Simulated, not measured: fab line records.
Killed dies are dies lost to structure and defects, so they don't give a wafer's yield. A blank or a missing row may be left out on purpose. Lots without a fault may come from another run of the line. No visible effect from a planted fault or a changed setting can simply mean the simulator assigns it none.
fab line records + flow rit_cmos
record
- lots=5
- wafers=15
- last_day=7
route steps=202 shown NRETRO@60 PRETRO@64
lots that met no fault: from a run of the same line without faults
start_h: the number of hours between the record's first day and the start of the first shown wafer of the lot + wait_h: time in hours since the lot's previous step + " the same as in the row above + L1.1+2: a row that stands for several wafers + - value missing, or start not given + * or withheld: withheld + < > ~ a bound
route shown NAME@n: names a module that has steps shown in the file, with the first one's number in the route + usual: mean and standard deviation over wafers with no fault + same: alike in all rows + chamber/n: place in a boat + sites: readings site by site + _std_site: the standard deviation of these + _edge_site: mean of outer sites minus mean of inner sites + radius_mm: how far each site lies from the wafer's centre + mask NAME#n: copy n + behind: the tool/chamber that last shaped the wafer + hold: cause of the lot's hold/its duration in hours/its outcome + device: transistor that didn't switch, given as n, p or np + end of line: at the end of the route, the tests of the same wafers + where a step has no rows: the recipe by itself + killed: the dies lost at the first sort to structure and to defects; this is not the yield of the wafer + map: the dies of a wafer, with x for killed, . for not killed, _ for no die there
set.NAME: the setting as run; set.NAME@STEP: as run at that earlier step + model.NAME: the simulator's own value behind a step, which no gauge read
lots at selected steps of the route; one table per step, one row per wafer
services: a tool's chamber out of use, with start hour (start_h, from the record's first day; less than 0 if before it), hours out, and reason
## steps
# step RIT_NRETRO_HARDBAKE_07
# recipe
- resist=NOVOLAK
- temp_c=140
- time_s=120
| lot.wafer  | tool           | chamber | start_h | wait_h |
|------------|----------------|---------|---------|--------|
| L075.2+3+6 | litho_track-01 | 0       | 34.88   | 0.1    |
| L080.2+3+6 | litho_track-03 | 0       | 61.15   | 0.1    |
| L087.3+5+6 | litho_track-03 | 0       | 95.40   | 0.1    |
| L092.1+3+5 | litho_track-03 | 0       | 121.82  | 0.0    |
| L095.1+4+5 | litho_track-01 | 0       | 137.69  | 0.0    |
# step RIT_NRETRO_IMPLANT_08
# recipe
- species=P
- energy_kev=70
- dose_cm2=1e+13
- tilt_deg=6.663
# same
- implant_ion_amu=31
| lot.wafer  | tool         | chamber | start_h | wait_h |
|------------|--------------|---------|---------|--------|
| L075.2+3+6 | implanter-02 | 0       | 35.11   | 0.2    |
| L080.2+3+6 | implanter-02 | 0       | 61.38   | 0.2    |
| L087.3+5+6 | implanter-04 | 0       | 95.62   | 0.2    |
| L092.1+3+5 | implanter-04 | 0       | 122.07  | 0.2    |
| L095.1+4+5 | implanter-03 | 0       | 137.94  | 0.2    |
# step RIT_NRETRO_STRIP_09
# recipe
- chemistry=O2
- time_s=180
- resist=NOVOLAK
- platen_temp_c=withheld
- power_w=500
- pressure_mtorr=4000
- o2_flow_sccm=4000
# usual
- drypump_motor_current_A=5.6/0.52
- o2_flow_sccm=4001/11
| lot.wafer | tool            | chamber | start_h | wait_h | drypump_motor_current_A | o2_flow_sccm | rf_hours_counter_h |
|-----------|-----------------|---------|---------|--------|-------------------------|--------------|--------------------|
| L075.2    | plasma_asher-04 | 1       | 35.24   | 0.1    | 5.4                     | 3988         | 40                 |
| L075.3    | "               | 0       | "       | "      | 4.8                     | 4014         | -                  |
| L075.6    | "               | 1       | "       | "      | 5.4                     | 4007         | -                  |
| L080.2    | plasma_asher-03 | 0       | 61.51   | 0.1    | 5.9                     | 4004         | 28                 |
| L080.3    | "               | 1       | "       | "      | 6.2                     | 4009         | -                  |
| L080.6    | "               | 1       | "       | "      | 6.2                     | 3980         | -                  |
| L087.3    | plasma_asher-04 | 0       | 95.78   | 0.1    | 4.8                     | 4006         | -                  |
| L087.5    | "               | 0       | "       | "      | 4.8                     | 4006         | -                  |
| L087.6    | "               | 1       | "       | "      | 5.4                     | 3994         | -                  |
| L092.1    | plasma_asher-03 | 1       | 122.22  | 0.1    | 6.2                     | 3993         | 34                 |
| L092.3    | "               | 0       | "       | "      | 5.9                     | 4012         | -                  |
| L092.5    | "               | 1       | "       | "      | 6.2                     | 4021         | -                  |
| L095.1    | plasma_asher-03 | 1       | 138.09  | 0.1    | 6.1                     | 3988         | 36                 |
| L095.4    | "               | 0       | "       | "      | 5.9                     | 3994         | -                  |
| L095.5    | "               | 0       | "       | "      | 5.9                     | 4000         | -                  |
# step RIT_NRETRO_TW_MEAS_10
# usual
- NRETRO_TW=1062/11
| lot.wafer | tool          | chamber | start_h | wait_h | NRETRO_TW |
|-----------|---------------|---------|---------|--------|-----------|
| L075.2    | film_metro-01 | -       | 35.42   | 0.1    | 1060      |
| L075.3    | "             | -       | "       | "      | 1061      |
| L075.6    | "             | -       | "       | "      | 1055      |
| L080.2    | film_metro-04 | -       | 61.69   | 0.1    | 1079      |
| L080.3    | "             | -       | "       | "      | 1075      |
| L080.6    | "             | -       | "       | "      | 1075      |
| L087.3    | film_metro-04 | -       | 95.91   | 0.1    | 1071      |
| L087.5    | "             | -       | "       | "      | 1079      |
| L087.6    | "             | -       | "       | "      | 1070      |
| L092.1    | film_metro-01 | -       | 122.39  | 0.1    | 1066      |
| L092.3    | "             | -       | "       | "      | 1064      |
| L092.5    | "             | -       | "       | "      | 1059      |
| L095.1    | film_metro-01 | -       | 138.26  | 0.1    | 1062      |
| L095.4    | "             | -       | "       | "      | 1069      |
| L095.5    | "             | -       | "       | "      | 1065      |
# step RIT_PRETRO_HMDS_00
# recipe
- prime_time_s=60
- prime_temp_c=140
| lot.wafer  | tool           | chamber | start_h | wait_h |
|------------|----------------|---------|---------|--------|
| L075.2+3+6 | litho_track-02 | 0       | 35.50   | 0.1    |
| L080.2+3+6 | litho_track-02 | 0       | 61.77   | 0.1    |
| L087.3+5+6 | litho_track-02 | 0       | 96.00   | 0.1    |
| L092.1+3+5 | litho_track-01 | 0       | 122.45  | 0.1    |
| L095.1+4+5 | litho_track-02 | 0       | 138.32  | 0.1    |
# step RIT_PRETRO_COAT_01
# recipe
- resist=NOVOLAK
- spin_rpm=2000
- resist_thk_nm=1300
# usual
- spin_speed_rpm=2000.0/1.6
| lot.wafer | tool           | chamber | start_h | wait_h | spin_speed_rpm |
|-----------|----------------|---------|---------|--------|----------------|
| L075.2    | litho_track-02 | 0       | 35.65   | 0.1    | 1997.3         |
| L075.3    | "              | 0       | "       | "      | 1999.6         |
| L075.6    | "              | 0       | "       | "      | 2001.1         |
| L080.2    | litho_track-02 | 0       | 61.92   | 0.1    | 2000.3         |
| L080.3    | "              | 0       | "       | "      | 2001.0         |
| L080.6    | "              | 0       | "       | "      | 2000.2         |
| L087.3    | litho_track-02 | 0       | 96.15   | 0.1    | 1998.1         |
| L087.5    | "              | 0       | "       | "      | 1999.9         |
| L087.6    | "              | 0       | "       | "      | 2002.0         |
| L092.1    | litho_track-01 | 0       | 122.60  | 0.1    | 1999.2         |
| L092.3    | "              | 0       | "       | "      | 2001.0         |
| L092.5    | "              | 0       | "       | "      | 2001.6         |
| L095.1    | litho_track-02 | 0       | 138.47  | 0.1    | 1998.7         |
| L095.4    | "              | 0       | "       | "      | 2000.9         |
| L095.5    | "              | 0       | "       | "      | 1997.1         |
# step RIT_PRETRO_SOFTBAKE_02
# recipe
- resist=NOVOLAK
- temp_c=90
- time_s=60
| lot.wafer  | tool           | chamber | start_h | wait_h |
|------------|----------------|---------|---------|--------|
| L075.2+3+6 | litho_track-02 | 0       | 35.80   | 0.1    |
| L080.2+3+6 | litho_track-02 | 0       | 62.07   | 0.1    |
| L087.3+5+6 | litho_track-02 | 0       | 96.30   | 0.1    |
| L092.1+3+5 | litho_track-01 | 0       | 122.75  | 0.1    |
| L095.1+4+5 | litho_track-02 | 0       | 138.62  | 0.1    |
# step RIT_PRETRO_EXPOSE_03
# recipe
- mask_id=M5
- na=0.57
- target_cd_nm=43700
- dose_mj=250
# usual
- exposure_dose_mJ_cm2=249.98/0.27
| lot.wafer | tool             | chamber | start_h | wait_h | mask | exposure_dose_mJ_cm2 |
|-----------|------------------|---------|---------|--------|------|----------------------|
| L075.2    | iline_stepper-02 | 0       | 36.07   | 0.2    | M5#0 | 249.59               |
| L075.3    | "                | 0       | "       | "      | M5#0 | 249.41               |
| L075.6    | "                | 0       | "       | "      | M5#0 | 249.67               |
| L080.2    | iline_stepper-02 | 0       | 62.21   | 0.1    | M5#0 | 249.58               |
| L080.3    | "                | 0       | "       | "      | M5#0 | 250.21               |
| L080.6    | "                | 0       | "       | "      | M5#0 | 250.17               |
| L087.3    | iline_stepper-02 | 0       | 96.44   | 0.1    | M5#0 | 250.16               |
| L087.5    | "                | 0       | "       | "      | M5#0 | 250.13               |
| L087.6    | "                | 0       | "       | "      | M5#0 | 249.86               |
| L092.1    | iline_stepper-01 | 0       | 123.03  | 0.2    | M5#0 | 249.97               |
| L092.3    | "                | 0       | "       | "      | M5#0 | 250.27               |
| L092.5    | "                | 0       | "       | "      | M5#0 | 250.08               |
| L095.1    | iline_stepper-01 | 0       | 138.90  | 0.2    | M5#0 | 250.21               |
| L095.4    | "                | 0       | "       | "      | M5#0 | 249.87               |
| L095.5    | "                | 0       | "       | "      | M5#0 | 250.01               |
# step RIT_PRETRO_PEB_04
# recipe
- resist=NOVOLAK
- temp_c=withheld
- time_s=withheld
| lot.wafer  | tool           | chamber | start_h | wait_h |
|------------|----------------|---------|---------|--------|
| L075.2+3+6 | litho_track-03 | 0       | 36.19   | 0.1    |
| L080.2+3+6 | litho_track-03 | 0       | 62.33   | 0.1    |
| L087.3+5+6 | litho_track-02 | 0       | 96.57   | 0.1    |
| L092.1+3+5 | litho_track-02 | 0       | 123.15  | 0.1    |
| L095.1+4+5 | litho_track-01 | 0       | 139.01  | 0.1    |
# step RIT_PRETRO_DEVELOP_05
# recipe
- resist=NOVOLAK
- develop_time_s=68
- dev_temp_c=23
# usual
- developer_temp_C=23.01/0.1
| lot.wafer | tool           | chamber | start_h | wait_h | developer_temp_C |
|-----------|----------------|---------|---------|--------|------------------|
| L075.2    | litho_track-03 | 0       | -       | -      | 23.05            |
| L075.3    | "              | 0       | "       | "      | 22.99            |
| L075.6    | "              | 0       | "       | "      | 22.95            |
| L080.2    | litho_track-03 | 0       | -       | -      | 23.21            |
| L080.3    | "              | 0       | "       | "      | 23.08            |
| L080.6    | "              | 0       | "       | "      | 23.16            |
| L087.3    | litho_track-02 | 0       | -       | -      | 23.05            |
| L087.5    | "              | 0       | "       | "      | 23.12            |
| L087.6    | "              | 0       | "       | "      | 23.17            |
| L092.1    | litho_track-02 | 0       | -       | -      | 22.96            |
| L092.3    | "              | 0       | "       | "      | 22.87            |
| L092.5    | "              | 0       | "       | "      | 23.01            |
| L095.1    | litho_track-01 | 0       | -       | -      | 23.00            |
| L095.4    | "              | 0       | "       | "      | 23.00            |
| L095.5    | "              | 0       | "       | "      | 23.01            |
## services
| tool             | chamber | start_h | hours | kind        |
|------------------|---------|---------|-------|-------------|
| iline_stepper-02 | -       | 49.76   | 1.7   | pm          |
| plasma_asher-04  | -       | 93.70   | 0.7   | repair      |
| plasma_asher-04  | -       | 108.75  | 9.0   | pm          |
| plasma_asher-04  | 0       | 108.75  | 9.0   | vent_cycle  |
| plasma_asher-04  | 1       | 108.75  | 9.0   | vent_cycle  |
| implanter-04     | -       | 113.77  | 1.9   | repair      |
| plasma_asher-04  | -       | 117.75  | 2.8   | pm          |
| plasma_asher-04  | 0       | 117.75  | -     | clean       |
| plasma_asher-04  | 1       | 117.75  | -     | clean       |
| implanter-03     | -       | 130.74  | 3.7   | pm          |
| iline_stepper-01 | 0       | 138.01  | -     | calibration |
## key
fault none
